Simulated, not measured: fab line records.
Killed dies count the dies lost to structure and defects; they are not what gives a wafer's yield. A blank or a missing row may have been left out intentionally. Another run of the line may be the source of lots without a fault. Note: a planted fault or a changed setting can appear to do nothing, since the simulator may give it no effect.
Which tool was responsible? | flow berkeley-cmos170 | Sampling: 12 lots, 36 wafers, 5 of 331 route steps

## WHAT THE GAUGES READ, wafer by wafer
UCB170_M2_OVL_MEAS_16.
lot  | measured     | on         | M2_OVL (nm)
L153 | day 7 08:29  | overlay-01 | -4 -6 6
L154 | day 7 21:07  | overlay-01 | 14 6 5
L155 | day 7 22:01  | overlay-02 | -3 2 1
L156 | day 8 01:10  | overlay-02 | 1 -8 -1
L157 | day 8 08:11  | overlay-01 | -12 -11 -12
L164 | day 9 16:46  | overlay-01 | 6 5 6
L168 | day 10 11:41 | overlay-02 | 0 5 -2
L167 | day 10 11:45 | overlay-01 | 6 -3 -3
L172 | day 10 21:52 | overlay-01 | -6 -3 -6
L171 | day 10 22:26 | overlay-02 | -5 -3 0
L174 | day 11 21:28 | overlay-02 | -5 -3 -1
L176 | day 12 10:50 | overlay-02 | -6 -1 2

UCB170_V2_CD_MEAS_90 targets a cd of 700 nm.
lot  | measured     | on        | cd-nm (nm)
L153 | day 7 11:46  | cd-sem-01 | 698.8 699.4 699.6
L154 | day 7 23:46  | cd-sem-02 | 702.0 700.8 700.1
L155 | day 8 01:11  | cd-sem-02 | 698.0 696.3 697.1
L156 | day 8 04:13  | cd-sem-02 | 697.8 697.2 697.4
L157 | day 8 10:50  | cd-sem-01 | 699.6 698.7 697.7
L164 | day 9 19:34  | cd-sem-02 | 699.8 698.6 700.2
L168 | day 10 14:38 | cd-sem-02 | 698.6 700.4 699.5
L167 | day 10 14:39 | cd-sem-01 | 702.1 698.6 702.0
L172 | day 11 03:01 | cd-sem-01 | 699.2 699.7 700.5
L171 | day 11 03:04 | cd-sem-02 | 700.5 697.2 695.8
L174 | day 12 00:58 | cd-sem-02 | 697.0 696.7 697.2
L176 | day 12 15:37 | cd-sem-01 | 701.1 701.9 699.6

UCB170_M3_THK_MEAS_03: measures by xrf.
lot  | measured     | on            | M3_AL_THK (nm)
L153 | day 7 12:08  | film-metro-01 | 938 941 943
L154 | day 8 00:09  | film-metro-04 | 948 951 927
L155 | day 8 01:35  | film-metro-04 | 914 929 930
L156 | day 8 04:36  | film-metro-01 | 933 927 916
L157 | day 8 11:13  | film-metro-04 | 926 935 936
L164 | day 9 19:57  | film-metro-02 | 925 913 934
L168 | day 10 15:00 | film-metro-01 | 916 916 915
L167 | day 10 15:02 | film-metro-02 | 959 942 941
L172 | day 11 03:25 | film-metro-01 | 912 931 930
L171 | day 11 03:27 | film-metro-04 | 932 957 939
L174 | day 12 01:20 | film-metro-01 | 937 936 946
L176 | day 12 16:03 | film-metro-04 | 943 927 924

## WHICH TOOL RAN EACH LOT (tool, then ch and the chambers of the sampled wafers, then the start)
lot  | UCB170_M2_METAL_ETCH_18           | UCB170_M2_STRIP_19
L153 | rie-metal-01 ch 0,1, day 7 08:37  | plasma-asher-04 ch 0,1, day 7 08:46
L154 | rie-metal-01 ch 0,1, day 7 21:11  | plasma-asher-03 ch 0,1, day 7 21:23
L155 | rie-metal-03 ch 0,1, day 7 22:05  | plasma-asher-04 ch 0,1, day 7 22:17
L156 | rie-metal-01 ch 0,1, day 8 01:14  | plasma-asher-03 ch 0,1, day 8 01:25
L157 | rie-metal-04 ch 0,1, day 8 08:16  | plasma-asher-04 ch 0,1, day 8 08:26
L164 | rie-metal-04 ch 0,1, day 9 16:50  | plasma-asher-04 ch 0, day 9 17:02
L168 | rie-metal-03 ch 0,1, day 10 11:48 | plasma-asher-03 ch 0,1, day 10 11:58
L167 | rie-metal-04 ch 0,1, day 10 11:49 | plasma-asher-04 ch 0,1, day 10 12:01
L172 | rie-metal-01 ch 0,1, day 10 21:57 | plasma-asher-03 ch 0,1, day 10 22:08
L171 | rie-metal-03 ch 0,1, day 10 22:31 | plasma-asher-01 ch 0,1, day 10 22:42
L174 | rie-metal-03 ch 0,1, day 11 21:36 | plasma-asher-01 ch 0,1, day 11 21:45
L176 | rie-metal-03 ch 0,1, day 12 10:55 | plasma-asher-04 ch 0,1, day 12 11:05
- UCB170_M2_METAL_ETCH_18: etches Al in Cl2/BCl3, stops on SiO2, target depth 1170 nm, time 195 s.
- UCB170_M2_STRIP_19: strips in O2.

## AS READ BY THE TOOLS THEMSELVES (means over the sampled wafers that have a number; for cases with no such wafer, the mark the record gives instead)
UCB170_M2_METAL_ETCH_18.
lot  | tool         | bias-w (W) | drypump-motor-current-A (A) | oes-product-au (a.u.) | rf-fwd-power-W (W) | throttle-valve-pct (%)
L153 | rie-metal-01 | 119.8      | 5.3                         | 0.858                 | 599.0              | 24.54
L154 | rie-metal-01 | 119.7      | 5.3                         | 0.851                 | 598.9              | 24.54
L155 | rie-metal-03 | 120.2      | 5.0                         | 0.855                 | 597.1              | 24.62
L156 | rie-metal-01 | 120.0      | 5.1                         | 0.858                 | 600.9              | 24.50
L157 | rie-metal-04 | 120.5      | 6.4                         | 0.863                 | 598.3              | 24.79
L164 | rie-metal-04 | 142.0      | 6.1                         | 0.866                 | 599.4              | 24.77
L168 | rie-metal-03 | 120.0      | 5.0                         | 0.869                 | 597.6              | 24.62
L167 | rie-metal-04 | 142.0      | 6.1                         | 0.863                 | 596.8              | 24.77
L172 | rie-metal-01 | 119.8      | 5.1                         | 0.857                 | 597.9              | 24.50
L171 | rie-metal-03 | 120.4      | 5.0                         | 0.866                 | 599.8              | 24.62
L174 | rie-metal-03 | 120.3      | 5.2                         | 0.852                 | 598.8              | 24.68
L176 | rie-metal-03 | 120.3      | 5.0                         | 0.858                 | 599.2              | 24.62

UCB170_M2_STRIP_19.
lot  | tool            | drypump-motor-current-A (A) | oes-product-au (a.u.)
L153 | plasma-asher-04 | 6.4                         | 0.555
L154 | plasma-asher-03 | 5.5                         | 0.544
L155 | plasma-asher-04 | 6.4                         | 0.535
L156 | plasma-asher-03 | 5.5                         | 0.548
L157 | plasma-asher-04 | 6.4                         | 0.535
L164 | plasma-asher-04 | 6.6                         | 0.508
L168 | plasma-asher-03 | 5.5                         | 0.536
L167 | plasma-asher-04 | 6.4                         | 0.506
L172 | plasma-asher-03 | 5.5                         | 0.541
L171 | plasma-asher-01 | 6.1                         | 0.529
L174 | plasma-asher-01 | 6.1                         | 0.548
L176 | plasma-asher-04 | 6.1                         | 0.549

## THE ANSWER, worked out from the rows above alone
Rule: what is usual is taken from the lots themselves. Put in order of their means at a reading, lots are off if they are a third of the lots or fewer, leave a main group of 4 or more, and stand apart from it by a gap of 3 or more times the standard deviation of the main group's means; of several such gaps the widest counts. The tables above print the reading to a certain number of digits; a main group whose means all agree to those digits is not used. A lot without any number at a reading at which 4 lots or more have one is off too. Any other lot the step has rows for is counted as sound. After the gauges, taken in route order, come the tools' own readings; for these a lot's mean is taken, as printed above. The first step at which some lot is off is used, and at that step the reading that is off furthest; a lot without a number counts as furthest.
Off: L164, L167, at UCB170_M2_METAL_ETCH_18 (bias-w). The main group: mean 120.1 W, standard deviation 0.26.
A tool fits if, at that step or a process step before it, it ran every lot that is off, and no sound lot after the first of them. One fits: rie-metal-04 at UCB170_M2_METAL_ETCH_18. A fault onset in the window from L157 (day 8 08:16, its last sound lot) to L164 (day 9 16:50, its first lot off) fits.
The tool's own readings at UCB170_M2_METAL_ETCH_18 bear it out: on the lots that are off they differ by more than 5 times the standard deviation of the sound lots' means. bias-w reads 142.0 W there against 120.1 W on the sound lots.

## WHAT WAS PUT IN BY THE SIMULATOR
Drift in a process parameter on rie-metal-04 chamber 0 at UCB170_M2_METAL_ETCH_18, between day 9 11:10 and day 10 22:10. Setting bias-w, moved by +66, from 120. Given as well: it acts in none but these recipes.
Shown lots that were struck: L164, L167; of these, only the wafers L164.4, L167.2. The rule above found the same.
